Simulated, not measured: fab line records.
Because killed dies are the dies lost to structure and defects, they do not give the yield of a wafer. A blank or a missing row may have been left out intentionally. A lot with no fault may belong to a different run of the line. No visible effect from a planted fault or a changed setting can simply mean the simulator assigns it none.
fab line records    flow berkeleyCmos170
record lots=5  wafers=23
route steps=331 shown M2@272 V2@306 M3@310
startH: the number of hours between the record's first day and the start of the first shown wafer of the lot    waitH: how many hours have passed since the lot's step before this one    " repeats the value in the row above    L1.1+2: a row that stands for several wafers    - no value present, or no start provided    * or withheld: withheld    < > ~ a bound
route shown NAME@n: a module of which the file shows steps, and the number in the route of the first    usual: mean/standard deviation of fault-free wafers    same: alike in all rows    chamber/n: place in a boat    sites: readings site by site    _std_site: the standard deviation of these    _edge_site: the outer-site mean with the inner-site mean subtracted    radiusMm: for every site, how far away it sits from the centre of the wafer    mask NAME#n: copy n    behind: the most recent tool/chamber to have shaped the wafer    hold: why the lot went on hold/how many hours it stayed there/how the hold came to an end    device: whichever transistor did not switch (one of n, p or np)    end of line: the route-end tests of the same wafers    for a step that has no rows: nothing shown but its recipe    killed: the dies lost at the first sort to structure and to defects; this is not the yield of the wafer    map: the dies of a wafer, with x for killed, . for not killed, _ for no die there
set.NAME: the setting that was run; set.NAME@STEP: the one run at that earlier step    model.NAME: the simulator's own value behind a step, which no gauge read
lots where settings were altered on purpose, with a table for each step and a row for each wafer
## steps
# step UCB170_M2_SPUTTER_01
# recipe material=Al  targetThkNm=900  timeS=120  powerW=6000  chamberPressurePa=0.5
lot.wafer  tool           chamber  startH  waitH  set.powerW  model.Al_of_M2_SPUTTER_01.thkNm
L077.2     pvdSputter-04  -        193.86  0.0    6000        903.3
L077.3     "              -        "       "      6483        974.9
L077.4     "              -        "       "      6483        981.4
L077.5     "              -        "       "      6000        900.4
L077.6     "              -        "       "      6000        904.3
L078.1     pvdSputter-03  -        203.68  0.0    6000        906.9
L078.2     "              -        "       "      5414        798.4
L078.3     "              -        "       "      6000        895.8
L078.4     "              -        "       "      5414        815.7
L078.5     "              -        "       "      5414        805.5
L084.1     pvdSputter-03  -        235.15  0.0    5810        876.2
L084.2     "              -        "       "      6000        887.1
L084.4     "              -        "       "      5810        862.5
L084.5     "              -        "       "      6000        889.6
L084.6     "              -        "       "      6000        895
L082.2     pvdSputter-03  -        236.77  0.0    6000        894.6
L082.4     "              -        "       "      6000        884.5
L082.5     "              -        "       "      6000        888.7
L083.1     pvdSputter-04  -        237.13  0.0    6510        981.9
L083.2     "              -        "       "      6510        970.8
L083.3     "              -        "       "      6000        906.4
L083.5     "              -        "       "      6000        898.6
L083.6     "              -        "       "      6000        905.9
# step UCB170_M2_RS_MEAS_02
# recipe thkMeasGauge=four-point-probe  reads=Al_of_M2_SPUTTER_01
# usual M2_AL_RS=0.0322/0.00032
lot.wafer  tool          chamber  startH  waitH  set.powerW@M2_SPUTTER_01  M2_AL_RS[ohm/sq]
L077.2     filmMetro-01  -        193.97  0.1    6000                      0.0321
L077.3     "             -        "       "      6483                      0.0297
L077.4     "             -        "       "      6483                      0.0295
L077.5     "             -        "       "      6000                      0.0322
L077.6     "             -        "       "      6000                      0.0320
L078.1     filmMetro-01  -        203.76  0.0    6000                      0.0320
L078.2     "             -        "       "      5414                      0.0363
L078.3     "             -        "       "      6000                      0.0323
L078.4     "             -        "       "      5414                      0.0356
L078.5     "             -        "       "      5414                      0.0360
L084.1     filmMetro-01  -        235.23  0.0    5810                      0.0331
L084.2     "             -        "       "      6000                      0.0326
L084.4     "             -        "       "      5810                      0.0337
L084.5     "             -        "       "      6000                      0.0326
L084.6     "             -        "       "      6000                      0.0324
L082.2     filmMetro-03  -        236.88  0.1    6000                      0.0324
L082.4     "             -        "       "      6000                      0.0327
L082.5     "             -        "       "      6000                      0.0325
L083.1     filmMetro-01  -        237.22  0.0    6510                      0.0295
L083.2     "             -        "       "      6510                      0.0298
L083.3     "             -        "       "      6000                      0.0320
L083.5     "             -        "       "      6000                      0.0323
L083.6     "             -        "       "      6000                      0.0320
# step UCB170_M2_THK_MEAS_03
# recipe thkMeasGauge=xrf  reads=Al_of_M2_SPUTTER_01
# usual M2_AL_THK=892/12
lot.wafer  tool          chamber  startH  waitH  set.powerW@M2_SPUTTER_01  M2_AL_THK[nm]
L077.2     filmMetro-01  -        194.08  0.1    6000                      893
L077.3     "             -        "       "      6483                      960
L077.4     "             -        "       "      6483                      969
L077.5     "             -        "       "      6000                      886
L077.6     "             -        "       "      6000                      896
L078.1     filmMetro-01  -        203.88  0.1    6000                      892
L078.2     "             -        "       "      5414                      789
L078.3     "             -        "       "      6000                      886
L078.4     "             -        "       "      5414                      804
L078.5     "             -        "       "      5414                      798
L084.1     filmMetro-01  -        235.35  0.1    5810                      866
L084.2     "             -        "       "      6000                      883
L084.4     "             -        "       "      5810                      857
L084.5     "             -        "       "      6000                      880
L084.6     "             -        "       "      6000                      886
L082.2     filmMetro-03  -        236.99  0.1    6000                      885
L082.4     "             -        "       "      6000                      873
L082.5     "             -        "       "      6000                      880
L083.1     filmMetro-01  -        237.34  0.1    6510                      971
L083.2     "             -        "       "      6510                      965
L083.3     "             -        "       "      6000                      896
L083.5     "             -        "       "      6000                      894
L083.6     "             -        "       "      6000                      901
# step UCB170_M2_METAL_ETCH_18
# recipe chemistry=Cl2/BCl3  target=Al  stopOn=SiO2  pressureMtorr=12  targetDepthA=11700  overEtchFrac=0.3  timeS=195  icpW=600  biasW=120  Cl2_flow_sccm=90  bcl3FlowSccm=45
# usual oesProductAu=0.852/0.012
lot.wafer  tool         chamber  startH  waitH  set.timeS  set.powerW@M2_SPUTTER_01  oesProductAu  model.KrF_of_M2_COAT_10.thkNm
L077.2     rieMetal-01  1        196.11  -      195        6000                      0.848         211.8
L077.3     "            1        "       "      174.5      6483                      0.951         -
L077.4     "            0        "       "      174.5      6483                      0.958         -
L077.5     "            1        "       "      174.5      6000                      0.901         286.4
L077.6     "            0        "       "      195        6000                      0.860         197.5
L078.1     rieMetal-03  1        205.73  -      195        6000                      0.847         220
L078.2     "            0        "       "      195        5414                      0.809         -
L078.3     "            0        "       "      195        6000                      0.867         216.5
L078.4     "            1        "       "      195        5414                      0.798         -
L078.5     "            0        "       "      195        5414                      0.814         -
L084.1     rieMetal-01  1        237.30  -      216.5      5810                      0.831         140.2
L084.2     "            0        "       "      216.5      6000                      0.851         118.4
L084.4     "            1        "       "      195        5810                      0.826         217.3
L084.5     "            1        "       "      195        6000                      0.844         222
L084.6     "            0        "       "      216.5      6000                      0.848         122.5
L082.2     rieMetal-04  0        239.04  -      195        6000                      0.840         203.4
L082.4     "            1        "       "      195        6000                      0.829         193.1
L082.5     "            1        "       "      195        6000                      0.836         189.2
L083.1     rieMetal-01  0        239.56  -      195        6510                      0.906         -
L083.2     "            1        "       "      195        6510                      0.887         -
L083.3     "            0        "       "      195        6000                      0.870         188.6
L083.5     "            0        "       "      195        6000                      0.856         192.6
L083.6     "            1        "       "      195        6000                      0.849         211.5
# step UCB170_M2_STRIP_19
# recipe chemistry=O2  powerW=400  pressureMtorr=3500  platenTempC=withheld  o2FlowSccm=400  overashFraction=0.5
# usual oesProductAu=0.542/0.015
lot.wafer  tool            chamber  startH  waitH  set.timeS@M2_METAL_ETCH_18  oesProductAu
L077.2     plasmaAsher-04  0        196.30  0.1    195                         0.549
L077.3     "               1        "       "      174.5                       0.612
L077.4     "               0        "       "      174.5                       0.603
L077.5     "               0        "       "      174.5                       0.629
L077.6     "               1        "       "      195                         0.535
L078.1     plasmaAsher-01  0        205.91  0.1    195                         0.553
L078.2     "               1        "       "      195                         0.546
L078.3     "               1        "       "      195                         0.546
L078.4     "               0        "       "      195                         0.557
L078.5     "               1        "       "      195                         0.543
L084.1     plasmaAsher-01  1        237.49  0.1    216.5                       0.469
L084.2     "               0        "       "      216.5                       0.437
L084.4     "               0        "       "      195                         0.550
L084.5     "               0        "       "      195                         0.552
L084.6     "               1        "       "      216.5                       0.458
L082.2     plasmaAsher-01  0        239.23  0.1    195                         0.531
L082.4     "               0        "       "      195                         0.522
L082.5     "               0        "       "      195                         0.526
L083.1     plasmaAsher-01  0        239.75  0.1    195                         0.515
L083.2     "               1        "       "      195                         0.549
L083.3     "               0        "       "      195                         0.524
L083.5     "               0        "       "      195                         0.524
L083.6     "               1        "       "      195                         0.550
# step UCB170_V2_ETCH_14
# recipe chemistry=CHF3/CF4/Ar  target=SiO2  stopOn=Al  CHF3_flow_sccm=45  cf4FlowSccm=15  Ar_flow_sccm=150  pressureMtorr=200  rfW=700  targetDepthA=12500  overEtchFrac=0.25  timeS=291
lot.wafer  tool        chamber  startH  waitH  set.rfW  model.KrF_of_V2_COAT_07.thkNm
L077.2     rieDiel-04  0        198.54  0.0    700      607.1
L077.3     "           3        "       "      700      604.5
L077.4     "           2        "       "      700      607.2
L077.5     "           0        "       "      700      610.8
L077.6     "           1        "       "      700      612.2
L078.1     rieDiel-03  2        208.16  0.0    700      612.1
L078.2     "           1        "       "      700      614.1
L078.3     "           3        "       "      700      610
L078.4     "           0        "       "      763.4    603.8
L078.5     "           0        "       "      763.4    601.2
L084.1     rieDiel-02  0        239.84  0.0    773.6    590.3
L084.2     "           2        "       "      700      609.5
L084.4     "           3        "       "      700      613.5
L084.5     "           0        "       "      773.6    588.1
L084.6     "           1        "       "      773.6    596.2
L082.2     rieDiel-02  2        242.49  0.0    700      607.8
L082.4     "           0        "       "      700      600.9
L082.5     "           2        "       "      700      610.5
L083.1     rieDiel-04  3        243.21  0.0    700      613.3
L083.2     "           0        "       "      700      615.8
L083.3     "           1        "       "      700      616.1
L083.5     "           3        "       "      700      616
L083.6     "           2        "       "      700      614
# step UCB170_V2_STRIP_15
# recipe chemistry=O2  powerW=400  pressureMtorr=3500  platenTempC=withheld  o2FlowSccm=400  overashFraction=0.5
# usual stripTimeToEndpointS=15.34/0.1
lot.wafer  tool            chamber  startH  waitH  set.rfW@V2_ETCH_14  stripTimeToEndpointS
L077.2     plasmaAsher-02  0        198.71  0.1    700                 15.25
L077.3     "               1        "       "      700                 15.16
L077.4     "               0        "       "      700                 15.24
L077.5     "               1        "       "      700                 15.33
L077.6     "               0        "       "      700                 15.39
L078.1     plasmaAsher-02  0        208.34  0.1    700                 15.35
L078.2     "               1        "       "      700                 15.40
L078.3     "               1        "       "      700                 15.32
L078.4     "               0        "       "      763.4               15.17
L078.5     "               0        "       "      763.4               15.11
L084.1     plasmaAsher-01  1        240.02  0.1    773.6               14.85
L084.2     "               0        "       "      700                 15.30
L084.4     "               1        "       "      700                 15.39
L084.5     "               1        "       "      773.6               14.79
L084.6     "               0        "       "      773.6               14.97
L082.2     plasmaAsher-01  1        242.67  0.1    700                 15.26
L082.4     "               0        "       "      700                 15.10
L082.5     "               1        "       "      700                 15.31
L083.1     plasmaAsher-01  0        243.38  0.1    700                 15.39
L083.2     "               1        "       "      700                 15.46
L083.3     "               0        "       "      700                 15.44
L083.5     "               1        "       "      700                 15.45
L083.6     "               0        "       "      700                 15.41
# step UCB170_M3_SPUTTER_01
# recipe material=Al  targetThkNm=900  timeS=120  powerW=6000  chamberPressurePa=0.5
lot.wafer  tool           chamber  startH  waitH  set.timeS  model.Al_of_M3_SPUTTER_01.thkNm
L077.2     pvdSputter-04  -        199.00  0.0    120        901.9
L077.3     "              -        "       "      113.2      842
L077.4     "              -        "       "      120        900.9
L077.5     "              -        "       "      113.2      854.2
L077.6     "              -        "       "      120        890.9
L078.1     pvdSputter-01  -        208.62  0.0    137.5      1042
L078.2     "              -        "       "      137.5      1039
L078.3     "              -        "       "      120        913
L078.4     "              -        "       "      120        895.2
L078.5     "              -        "       "      120        898.1
L084.1     pvdSputter-01  -        240.31  0.0    120        890.9
L084.2     "              -        "       "      120        909.8
L084.4     "              -        "       "      120        902.3
L084.5     "              -        "       "      120        902
L084.6     "              -        "       "      120        899.5
L082.2     pvdSputter-02  -        242.96  0.0    120        907.7
L082.4     "              -        "       "      120        902.1
L082.5     "              -        "       "      120        903.5
L083.1     pvdSputter-01  -        243.67  0.0    136.4      1031
L083.2     "              -        "       "      120        884.6
L083.3     "              -        "       "      120        897.3
L083.5     "              -        "       "      120        889.5
L083.6     "              -        "       "      136.4      1014
# step UCB170_M3_RS_MEAS_02
# recipe thkMeasGauge=four-point-probe  reads=Al_of_M3_SPUTTER_01
# usual M3_AL_RS=0.0323/0.00035
lot.wafer  tool          chamber  startH  waitH  set.timeS@M3_SPUTTER_01  M3_AL_RS[ohm/sq]
L077.2     filmMetro-04  -        199.10  0.1    120                      0.0321
L077.3     "             -        "       "      113.2                    0.0344
L077.4     "             -        "       "      120                      0.0321
L077.5     "             -        "       "      113.2                    0.0338
L077.6     "             -        "       "      120                      0.0325
L078.1     filmMetro-03  -        208.71  0.0    137.5                    0.0277
L078.2     "             -        "       "      137.5                    0.0278
L078.3     "             -        "       "      120                      0.0317
L078.4     "             -        "       "      120                      0.0323
L078.5     "             -        "       "      120                      0.0322
L084.1     filmMetro-02  -        240.39  0.0    120                      0.0326
L084.2     "             -        "       "      120                      0.0318
L084.4     "             -        "       "      120                      0.0321
L084.5     "             -        "       "      120                      0.0322
L084.6     "             -        "       "      120                      0.0322
L082.2     filmMetro-04  -        243.06  0.1    120                      0.0319
L082.4     "             -        "       "      120                      0.0321
L082.5     "             -        "       "      120                      0.0321
L083.1     filmMetro-02  -        243.75  0.0    136.4                    0.0281
L083.2     "             -        "       "      120                      0.0327
L083.3     "             -        "       "      120                      0.0323
L083.5     "             -        "       "      120                      0.0326
L083.6     "             -        "       "      136.4                    0.0285
# step UCB170_M3_THK_MEAS_03
# recipe thkMeasGauge=xrf  reads=Al_of_M3_SPUTTER_01
# usual M3_AL_THK=895/12
lot.wafer  tool          chamber  startH  waitH  set.timeS@M3_SPUTTER_01  M3_AL_THK[nm]
L077.2     filmMetro-04  -        199.21  0.1    120                      899
L077.3     "             -        "       "      113.2                    845
L077.4     "             -        "       "      120                      904
L077.5     "             -        "       "      113.2                    863
L077.6     "             -        "       "      120                      887
L078.1     filmMetro-03  -        208.83  0.1    137.5                    1037
L078.2     "             -        "       "      137.5                    1024
L078.3     "             -        "       "      120                      904
L078.4     "             -        "       "      120                      884
L078.5     "             -        "       "      120                      887
L084.1     filmMetro-02  -        240.51  0.1    120                      889
L084.2     "             -        "       "      120                      905
L084.4     "             -        "       "      120                      898
L084.5     "             -        "       "      120                      898
L084.6     "             -        "       "      120                      890
L082.2     filmMetro-04  -        243.17  0.1    120                      915
L082.4     "             -        "       "      120                      911
L082.5     "             -        "       "      120                      912
L083.1     filmMetro-02  -        243.87  0.1    136.4                    1025
L083.2     "             -        "       "      120                      878
L083.3     "             -        "       "      120                      886
L083.5     "             -        "       "      120                      881
L083.6     "             -        "       "      136.4                    1005
# step UCB170_M3_METAL_ETCH_18
# recipe chemistry=Cl2/BCl3  target=Al  stopOn=SiO2  pressureMtorr=12  targetDepthA=11700  overEtchFrac=0.3  timeS=195  icpW=600  biasW=120  Cl2_flow_sccm=90  bcl3FlowSccm=45
# usual oesProductAu=0.852/0.018
lot.wafer  tool         chamber  startH  waitH  set.overEtchFrac  set.timeS@M3_SPUTTER_01  oesProductAu  model.KrF_of_M3_COAT_10.thkNm
L077.2     rieMetal-04  0        201.10  -      0.3               120                      0.849         200.8
L077.3     "            1        "       "      0.3               113.2                    0.802         -
L077.4     "            0        "       "      0.3               120                      0.848         197.6
L077.5     "            1        "       "      0.3               113.2                    0.816         -
L077.6     "            0        "       "      0.3               120                      0.831         201.4
L078.1     rieMetal-02  0        210.95  -      0.2424            137.5                    0.989         -
L078.2     "            1        "       "      0.3               137.5                    0.939         -
L078.3     "            1        "       "      0.3               120                      0.867         203.5
L078.4     "            0        "       "      0.2424            120                      0.902         237.6
L078.5     "            0        "       "      0.3               120                      0.880         204.5
L084.1     rieMetal-04  0        243.52  -      0.3               120                      0.827         211.6
L084.2     "            1        "       "      0.3               120                      0.838         190.5
L084.4     "            1        "       "      0.3               120                      0.837         198.6
L084.5     "            0        "       "      0.3               120                      0.841         205.9
L084.6     "            1        "       "      0.3               120                      0.839         198.4
L082.2     rieMetal-02  1        246.01  -      0.3               120                      0.862         191.7
L082.4     "            1        "       "      0.3               120                      0.852         198.7
L082.5     "            1        "       "      0.3               120                      0.856         200.9
L083.1     rieMetal-04  0        247.42  -      0.3548            136.4                    0.887         -
L083.2     "            1        "       "      0.3548            120                      0.807         159.5
L083.3     "            1        "       "      0.3               120                      0.841         189.7
L083.5     "            1        "       "      0.3548            120                      0.820         160.7
L083.6     "            0        "       "      0.3               136.4                    0.896         -
# step UCB170_M3_STRIP_19
# recipe chemistry=O2  powerW=400  pressureMtorr=3500  platenTempC=withheld  o2FlowSccm=400  overashFraction=0.5
# usual oesProductAu=0.530/0.0088
lot.wafer  tool            chamber  startH  waitH  set.overEtchFrac@M3_METAL_ETCH_18  oesProductAu
L077.2     plasmaAsher-02  1        201.29  0.1    0.3                                0.531
L077.3     "               0        "       "      0.3                                0.515
L077.4     "               1        "       "      0.3                                0.526
L077.5     "               1        "       "      0.3                                0.515
L077.6     "               0        "       "      0.3                                0.532
L078.1     plasmaAsher-04  0        211.14  0.1    0.2424                             0.574
L078.2     "               1        "       "      0.3                                0.539
L078.3     "               1        "       "      0.3                                0.529
L078.4     "               0        "       "      0.2424                             0.572
L078.5     "               0        "       "      0.3                                0.535
L084.1     plasmaAsher-04  1        243.71  0.1    0.3                                0.542
L084.2     "               0        "       "      0.3                                0.524
L084.4     "               1        "       "      0.3                                0.530
L084.5     "               0        "       "      0.3                                0.534
L084.6     "               1        "       "      0.3                                0.524
L082.2     plasmaAsher-04  0        246.19  0.1    0.3                                0.522
L082.4     "               0        "       "      0.3                                0.527
L082.5     "               1        "       "      0.3                                0.533
L083.1     plasmaAsher-04  0        247.61  0.1    0.3548                             0.509
L083.2     "               1        "       "      0.3548                             0.484
L083.3     "               1        "       "      0.3                                0.518
L083.5     "               0        "       "      0.3548                             0.482
L083.6     "               1        "       "      0.3                                0.532
## key
split step=UCB170_M2_SPUTTER_01  setting=powerW  stated=6000  by=wafer
response step=UCB170_M2_SPUTTER_01  reading=model.Al_of_M2_SPUTTER_01.thkNm  change=+9.15  per=1%  r=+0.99
response step=UCB170_M2_RS_MEAS_02  reading=M2_AL_RS  change=-0.000333  per=1%  r=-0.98
response step=UCB170_M2_THK_MEAS_03  reading=M2_AL_THK  change=+8.89  per=1%  r=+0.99
response step=UCB170_M2_METAL_ETCH_18  reading=oesProductAu  change=+0.00641  per=1%  r=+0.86
split step=UCB170_M2_METAL_ETCH_18  setting=timeS  stated=195  by=wafer
response step=UCB170_M2_METAL_ETCH_18  reading=model.KrF_of_M2_COAT_10.thkNm  change=-8.19  per=1%  r=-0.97
response step=UCB170_M2_STRIP_19  reading=oesProductAu  change=-0.00786  per=1%  r=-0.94
split step=UCB170_V2_ETCH_14  setting=rfW  stated=700  by=wafer
response step=UCB170_V2_ETCH_14  reading=model.KrF_of_V2_COAT_07.thkNm  change=-1.54  per=1%  r=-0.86
response step=UCB170_V2_STRIP_15  reading=stripTimeToEndpointS  change=*  per=1%  r=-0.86
split step=UCB170_M3_SPUTTER_01  setting=timeS  stated=120  by=wafer
response step=UCB170_M3_SPUTTER_01  reading=model.Al_of_M3_SPUTTER_01.thkNm  change=+9.51  per=1%  r=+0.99
response step=UCB170_M3_RS_MEAS_02  reading=M3_AL_RS  change=-0.000306  per=1%  r=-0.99
response step=UCB170_M3_THK_MEAS_03  reading=M3_AL_THK  change=+9.47  per=1%  r=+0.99
response step=UCB170_M3_METAL_ETCH_18  reading=oesProductAu  change=+0.00537  per=1%  r=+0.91
split step=UCB170_M3_METAL_ETCH_18  setting=overEtchFrac  stated=0.3  by=wafer
response step=UCB170_M3_METAL_ETCH_18  reading=model.KrF_of_M3_COAT_10.thkNm  change=-1.69  per=1%  r=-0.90
response step=UCB170_M3_STRIP_19  reading=oesProductAu  change=-0.00193  per=1%  r=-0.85
